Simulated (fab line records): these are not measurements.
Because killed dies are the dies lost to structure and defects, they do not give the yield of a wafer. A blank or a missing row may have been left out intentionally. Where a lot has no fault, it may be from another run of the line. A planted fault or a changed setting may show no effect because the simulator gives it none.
A struck lot beside a sound one + flow berkeleyCmos170 + 44 steps out of a route of 331
Sound: these wafers, L336.2, L336.3, L336.5. The struck wafers were L347.1, L347.3, L347.5. The cause comes at the end.
For every step that has rows: the tool of each side, followed by ch and its chambers, followed by its first start. Under that, the readings that differ: sound wafers + struck wafers + difference of the means + sigmas: that difference in standard deviations of wafers without a fault.
alike: readings whose means differ by less than 2 such deviations, and words and numbers that are the same on both sides. not compared: withheld readings, readings that some wafer has no value for, bounds like >300 that may hide the same value, and numbers for which the record gives no deviation and whose values overlap.
A row with sigmas, a row that says differs or no value, or rows on one side alone: a step with any of these is where the two part. Numbers that don't overlap but have no deviation are shown without sigmas and don't part them. A reading missing from all wafers of one side parts the sides only when that side holds two or more wafers.

first, 1 step without rows for these wafers: UCB170_PLDD_IMPLANT_09.
UCB170_PLDD_STRIP_10: strips in O2.
  sound on plasmaAsher-01 ch 0,1, day 6 17:43; struck on plasmaAsher-01 ch 0,1, day 9 07:52
  alike: chamberPressureMTorr, drypumpMotorCurrentA, oesProductAu, stripTimeToEndpointS
  not compared: rfHoursCounterH
UCB170_PLDD_TW_MEAS_11:
  sound: filmMetro-04 at day 6 17:50; struck: filmMetro-03 at day 9 07:58
  alike: PLDD_TW
then, 7 steps without rows for these wafers: UCB170_PLDD_CLEAN_12 (cleans in SPM, time 600 s); UCB170_NLDD_HMDS_00 (prime time 60 s); UCB170_NLDD_COAT_01 (resist thk 900 nm); UCB170_NLDD_SOFTBAKE_02 (time 60 s); UCB170_NLDD_EXPOSE_03 (exposes mask NSELECT, target cd 1200 nm); UCB170_NLDD_PEB_04; UCB170_NLDD_DEVELOP_05 (develop time 45 s).
UCB170_NLDD_CD_MEAS_06 targets a cd of 1200 nm.
  sound: cdSem-01 at day 6 19:23; struck: cdSem-02 at day 9 09:36
  alike: cdNm
UCB170_NLDD_OVL_MEAS_07:
  sound: overlay-02 at day 6 19:29; struck: overlay-02 at day 9 09:43
  alike: NLDD_OVL
UCB170_NLDD_IMPLANT_08:
  sound on implanter-01 ch 0, day 6 19:34; struck on implanter-02 ch 0, day 9 10:04
  alike: doseIonsCm2
after that, 1 step had no rows for these wafers: UCB170_NLDD_IMPLANT_09.
UCB170_NLDD_STRIP_10: strips in O2.
  sound on plasmaAsher-02 ch 1, day 6 20:07; struck on plasmaAsher-04 ch 0,1, day 9 10:22
| reading                  | sound       | struck      | difference | sigmas |
|--------------------------|-------------|-------------|------------|--------|
| drypumpMotorCurrentA (A) | 5.2 5.2 5.2 | 5.3 6.2 6.2 | +0.7       | +2     |
  alike: chamberPressureMTorr, oesProductAu, stripTimeToEndpointS
  not compared: rfHoursCounterH
UCB170_NLDD_TW_MEAS_11:
  sound: filmMetro-04 at day 6 20:14; struck: filmMetro-03 at day 9 10:28
| reading | sound          | struck         | difference | sigmas |
|---------|----------------|----------------|------------|--------|
| NLDD_TW | 2228 2231 2235 | 2432 2441 2437 | +205       | +11    |
then, 1 step without rows for these wafers: UCB170_NLDD_CLEAN_12 (cleans in SPM, time 600 s).
UCB170_SPACER_CVD_00: deposits SiO2 from TEOS/O2, target thk 376 nm, time 47 s.
  sound on pecvd-03 ch 0,1, day 6 20:28; struck on pecvd-01 ch 0,2, day 9 10:50
  alike: heaterPowerW
UCB170_SPACER_THK_MEAS_01:
  sound: filmMetro-03 at day 6 20:31; struck: filmMetro-03 at day 9 10:55
  alike: SPACER_TEOS_THK
then, 1 step without rows for these wafers: UCB170_SPACER_ANNEAL_02 (time 1800 s).
UCB170_SPACER_ETCHBACK_03: etches SiO2 in CHF3/CF4/Ar, stops on Si, target depth 376 nm, time 100 s.
  sound on rieDiel-03 ch 1,2,3, day 7 01:50; struck on rieDiel-03 ch 1,3, day 9 14:22
  alike: cf4FlowSccm, chamberPressureMTorr, drypumpMotorCurrentA, oesProductAu, throttleValvePct
  not compared: rfHoursCounterH
then, 6 steps without rows for these wafers: UCB170_PSD_HMDS_00 (prime time 60 s); UCB170_PSD_COAT_01 (resist thk 900 nm); UCB170_PSD_SOFTBAKE_02 (time 60 s); UCB170_PSD_EXPOSE_03 (exposes mask PSELECT MOD, target cd 1200 nm); UCB170_PSD_PEB_04; UCB170_PSD_DEVELOP_05 (develop time 45 s).
UCB170_PSD_CD_MEAS_06 targets a cd of 1200 nm.
  sound: cdSem-02 at day 7 03:54; struck: cdSem-02 at day 9 15:37
  alike: cdNm
UCB170_PSD_OVL_MEAS_07:
  sound: overlay-01 at day 7 04:01; struck: overlay-02 at day 9 15:44
  alike: PSD_OVL
after that, 1 step had no rows for these wafers: UCB170_PSD_IMPLANT_08.
UCB170_PSD_STRIP_09: strips in O2.
  sound on plasmaAsher-02 ch 0, day 7 04:20; struck on plasmaAsher-01 ch 0,1, day 9 15:55
  alike: chamberPressureMTorr, drypumpMotorCurrentA, oesProductAu, stripTimeToEndpointS
  not compared: rfHoursCounterH
UCB170_PSD_TW_MEAS_10:
  sound: filmMetro-03 at day 7 04:27; struck: filmMetro-01 at day 9 16:01
  alike: PSD_TW
then, 7 steps without rows for these wafers: UCB170_PSD_CLEAN_11 (cleans in SPM, time 600 s); UCB170_NSD_HMDS_00 (prime time 60 s); UCB170_NSD_COAT_01 (resist thk 900 nm); UCB170_NSD_SOFTBAKE_02 (time 60 s); UCB170_NSD_EXPOSE_03 (exposes mask NSELECT MOD, target cd 1200 nm); UCB170_NSD_PEB_04; UCB170_NSD_DEVELOP_05 (develop time 45 s).
UCB170_NSD_CD_MEAS_06 targets a cd of 1200 nm.
  sound: cdSem-01 at day 7 05:57; struck: cdSem-01 at day 9 17:35
| reading   | sound                | struck               | difference | sigmas |
|-----------|----------------------|----------------------|------------|--------|
| cdNm (nm) | 1198.0 1199.1 1197.8 | 1200.5 1201.9 1202.4 | +3.3       | +2     |
UCB170_NSD_OVL_MEAS_07:
  sound: overlay-02 at day 7 06:04; struck: overlay-02 at day 9 17:42
  alike: NSD_OVL
after that, 1 step had no rows for these wafers: UCB170_NSD_IMPLANT_08.
UCB170_SDANNEAL_RS_MEAS_05: a four-point-probe measurement.
  sound: filmMetro-03 at day 7 08:01; struck: filmMetro-04 at day 9 19:41
| reading          | sound             | struck            | difference | sigmas      |
|------------------|-------------------|-------------------|------------|-------------|
| NLDD_RS (ohm/sq) | 615.6 615.6 617.2 | 465.1 463.1 464.5 | -151.9     | -99 or more |
UCB170_M3_PROBE_99:
  only the struck wafers here have rows in the record (prober-01, day 10 22:13); the sound ones have none

## WHERE THEY PART
Last at UCB170_M3_PROBE_99 as far as this record goes, first at UCB170_NLDD_STRIP_10.

WHY: what had been put in by the simulator
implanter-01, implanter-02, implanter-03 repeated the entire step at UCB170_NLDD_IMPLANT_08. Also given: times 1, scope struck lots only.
